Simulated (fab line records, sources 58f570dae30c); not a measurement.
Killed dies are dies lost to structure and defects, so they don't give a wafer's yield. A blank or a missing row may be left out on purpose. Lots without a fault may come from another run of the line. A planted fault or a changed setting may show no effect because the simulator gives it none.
Which tool did it? | flow berkeley_cmos170 | 13 lots, 39 wafers sampled, at 4 steps of a route of 331

WHAT THE GAUGES READ, wafer by wafer
UCB170_PFIELD_TW_MEAS_09.
lot  | measured    | on            | PFIELD_TW
L799 | day 4 04:25 | film_metro-02 | 603 604 608
L800 | day 4 14:28 | film_metro-01 | 621 620 620
L801 | day 5 04:35 | film_metro-02 | 607 612 610
L805 | day 5 20:26 | film_metro-01 | 613 610 613
L806 | day 5 20:43 | film_metro-03 | 598 597 598
L807 | day 6 06:17 | film_metro-01 | 617 614 615
L809 | day 6 06:56 | film_metro-01 | 618 617 617
L808 | day 6 07:08 | film_metro-03 | 597 596 596
L812 | day 7 00:05 | film_metro-03 | 591 593 597
L813 | day 7 09:52 | film_metro-02 | 608 609 607
L814 | day 7 09:44 | film_metro-01 | 618 616 620
L815 | day 7 13:51 | film_metro-01 | 618 619 617
L817 | day 7 16:45 | film_metro-01 | 615 620 618

UCB170_GATE_THK_MEAS_02.
lot  | measured    | on            | GATE_OXIDE_THK (nm)
L799 | day 5 16:44 | film_metro-03 | 6.89 6.65 6.81
L800 | day 6 00:09 | film_metro-03 | 6.60 6.54 6.59
L801 | day 6 15:41 | film_metro-03 | 6.51 6.46 6.48
L805 | day 7 08:49 | film_metro-03 | 6.53 6.58 6.60
L806 | day 7 08:49 | film_metro-04 | 6.49 6.50 6.60
L807 | day 7 15:44 | film_metro-03 | 6.37 6.57 6.42
L809 | day 7 15:44 | film_metro-01 | 6.27 6.39 6.34
L808 | day 7 15:44 | film_metro-04 | 6.36 6.48 6.45
L812 | day 8 12:02 | film_metro-03 | 6.64 6.76 6.57
L813 | day 8 18:43 | film_metro-03 | 6.94 6.87 6.86
L814 | day 8 18:43 | film_metro-04 | 6.61 6.64 6.87
L815 | day 8 22:38 | film_metro-04 | 7.91 7.64 7.64
L817 | day 9 05:07 | film_metro-03 | 6.79 6.80 6.77

WHICH TOOL RAN EACH LOT (tool, then ch and the chambers of the sampled wafers, then the start)
lot  | UCB170_ZERO_ETCH_06               | UCB170_GATE_OXIDATION_01
L799 | rie_diel-02 ch 0,2,3, day 1 18:55 | furnace-04 ch 0, day 5 15:13
L800 | rie_diel-04 ch 0,1,2, day 1 22:38 | furnace-03 ch 0, day 5 22:38
L801 | rie_diel-04 ch 0,3, day 2 05:49   | furnace-03 ch 0, day 6 14:10
L805 | rie_diel-04 ch 0,2, day 3 01:14   | furnace-03 ch 0, day 7 07:18
L806 | rie_diel-02 ch 1,2, day 3 07:25   | furnace-03 ch 0, day 7 07:18
L807 | rie_diel-04 ch 0,2,3, day 3 14:52 | furnace-03 ch 0, day 7 14:14
L809 | rie_diel-03 ch 0,2,3, day 3 19:20 | furnace-03 ch 0, day 7 14:14
L808 | rie_diel-03 ch 1,2,3, day 3 19:41 | furnace-03 ch 0, day 7 14:14
L812 | rie_diel-04 ch 0,3, day 4 14:17   | furnace-03 ch 0, day 8 10:30
L813 | rie_diel-03 ch 0,1,3, day 4 18:59 | furnace-04 ch 0, day 8 17:13
L814 | rie_diel-03 ch 0,1,2, day 4 21:44 | furnace-04 ch 0, day 8 17:13
L815 | rie_diel-03 ch 0,2,3, day 5 02:23 | furnace-03 ch 0, day 8 21:06
L817 | rie_diel-04 ch 0,1, day 5 13:29   | furnace-04 ch 0, day 9 03:34
- UCB170_ZERO_ETCH_06: etches SiO2 in CHF3/CF4/Ar, time 12 s.
- UCB170_GATE_OXIDATION_01: target thk 6.6 nm, ox time 1800 s.

WHAT THE TOOLS THEMSELVES READ (means of the sampled wafers that have a number; where no wafer has one, the mark that the record gives instead)
UCB170_ZERO_ETCH_06.
lot  | tool        | drypump_motor_current_A (A) | oes_product_au (a.u.) | throttle_valve_pct (%)
L799 | rie_diel-02 | 5.9                         | 0.607                 | 9.22
L800 | rie_diel-04 | 5.7                         | 0.627                 | 9.19
L801 | rie_diel-04 | 5.8                         | 0.622                 | 9.40
L805 | rie_diel-04 | 6.1                         | 0.622                 | 9.21
L806 | rie_diel-02 | 5.6                         | 0.615                 | 9.20
L807 | rie_diel-04 | 5.9                         | 0.620                 | 9.31
L809 | rie_diel-03 | 5.8                         | 0.633                 | 9.25
L808 | rie_diel-03 | 5.7                         | 0.625                 | 9.24
L812 | rie_diel-04 | 5.3                         | 0.628                 | 9.42
L813 | rie_diel-03 | 5.9                         | 0.625                 | 9.28
L814 | rie_diel-03 | 5.7                         | 0.624                 | 9.25
L815 | rie_diel-03 | 5.8                         | 0.627                 | 9.24
L817 | rie_diel-04 | 5.3                         | 0.628                 | 9.18

UCB170_GATE_OXIDATION_01.
lot  | tool       | tube_center_temp_C (C)
L799 | furnace-04 | 849.98
L800 | furnace-03 | 850.04
L801 | furnace-03 | 849.97
L805 | furnace-03 | 850.03
L806 | furnace-03 | 850.02
L807 | furnace-03 | 849.93
L809 | furnace-03 | 849.97
L808 | furnace-03 | 850.04
L812 | furnace-03 | 849.96
L813 | furnace-04 | 850.01
L814 | furnace-04 | 849.98
L815 | furnace-03 | 849.95
L817 | furnace-04 | 850.05

THE ANSWER, worked out from the rows above alone
Rule: what is usual is taken from the lots themselves. Put in order of their means at a reading, lots are off if they are a third of the lots or fewer, leave a main group of 4 or more, and stand apart from it by a gap of 3 or more times the standard deviation of the main group's means; of several such gaps the widest counts. A main group whose means are all the same, to the digits that the tables above print for the reading, isn't used. A lot without any number at a reading at which 4 lots or more have one is off too. The other lots that the step has rows for count as sound. The gauges are gone through in route order, then the tools' own readings, and for those a lot's mean is taken as printed above. The first step at which some lot is off is used, and at that step the reading that is off furthest; a lot without a number counts as furthest.
Off: L815, at UCB170_GATE_THK_MEAS_02 (GATE_OXIDE_THK). The main group: mean 6.60 nm, standard deviation 0.16.
A tool fits if, at a process step before that reading, it ran every lot that is off, and no sound lot after the first of them. The gauges at UCB170_GATE_THK_MEAS_02 are tried like those tools. Can't be told from this: 3 tools fit, rie_diel-03 at UCB170_ZERO_ETCH_06, furnace-03 at UCB170_GATE_OXIDATION_01, film_metro-04 at UCB170_GATE_THK_MEAS_02.

WHAT THE SIMULATOR HAD PUT IN
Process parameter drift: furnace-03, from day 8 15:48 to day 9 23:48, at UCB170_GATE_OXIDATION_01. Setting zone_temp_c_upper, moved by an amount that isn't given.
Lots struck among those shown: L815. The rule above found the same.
